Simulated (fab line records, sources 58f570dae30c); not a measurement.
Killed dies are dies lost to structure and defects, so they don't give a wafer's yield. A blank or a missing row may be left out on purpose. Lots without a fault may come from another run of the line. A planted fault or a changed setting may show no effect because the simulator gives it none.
Chamber matching | flow berkeley_cmos170 | UCB170_GATE_ETCH_15 on rie_si-01: 4 sister chambers
The step etches poly-Si in HBr/Cl2, stops on SiO2, time 56.3 s, target depth 278.2 nm. 14 wafers are shown with their chamber, then 7 later ones without.

WAFERS WITH THEIR CHAMBER
wafer  | chamber | drypump_motor_current_A (A) | throttle_valve_pct (%) | run_length_s (s)
L524.1 | 2       | 5.3                         | 26.51                  | 85.1
L524.3 | 0       | 5.0                         | 26.30                  | 84.9
L524.6 | 2       | 5.3                         | 26.51                  | 84.7
L527.1 | 3       | 5.9                         | 26.18                  | 84.3
L527.4 | 1       | 5.1                         | 26.13                  | 85.6
L527.5 | 1       | 5.1                         | 26.14                  | 84.8
L531.1 | 2       | 5.3                         | 26.53                  | 84.8
L531.3 | 0       | 4.9                         | 26.31                  | 85.3
L531.5 | 0       | 4.9                         | 26.31                  | 84.8
L542.2 | 3       | 5.9                         | 26.16                  | 83.9
L542.3 | 2       | 5.3                         | 26.54                  | 85.0
L542.5 | 2       | 5.3                         | 26.52                  | 84.6
L544.4 | 3       | 5.9                         | 26.17                  | 84.4
L544.5 | 3       | 5.9                         | 26.16                  | 83.9

SIGNATURES (means of the wafers above)
reading                 | chamber 0 | chamber 1 | chamber 2 | chamber 3 | scatter within a chamber
drypump_motor_current_A | 4.933     | 5.100     | 5.300     | 5.900     | 0.0258
throttle_valve_pct      | 26.3067   | 26.1350   | 26.5220   | 26.1675   | 0.0104
run_length_s            | 85.000    | 85.200    | 84.840    | 84.125    | 0.29
Rule: a wafer's distance from a chamber is the root of the sum, over the readings, of the square of ((its reading less the chamber's mean) divided by the reading's scatter). The wafer belongs to the nearest chamber; if the next one is less than 2 further off, it can't be placed. The scatter: the root of (the sum of the squares of (reading less its chamber's mean) over the shown wafers, divided by (wafers less chambers)).

WAFERS WITHOUT THEIR CHAMBER
wafer  | drypump_motor_current_A (A) | throttle_valve_pct (%) | run_length_s (s)
L544.6 | 5.3                         | 26.53                  | 84.7
L543.1 | 5.3                         | 26.54                  | 84.7
L543.5 | 5.9                         | 26.16                  | 84.2
L543.6 | 5.3                         | 26.53                  | 84.7
L545.1 | 5.1                         | 26.14                  | 85.2
L545.4 | 5.3                         | 26.51                  | 85.0
L545.5 | 5.1                         | 26.14                  | 84.9

WHICH CHAMBER EACH WENT THROUGH
wafer  | from the rows above | in truth
L544.6 | 2                   | 2
L543.1 | 2                   | 2
L543.5 | 3                   | 3
L543.6 | 2                   | 2
L545.1 | 1                   | 1
L545.4 | 2                   | 2
L545.5 | 1                   | 1
Placed correctly: 7 of 7. Can't be placed from these rows: 0. Placed wrongly: 0.
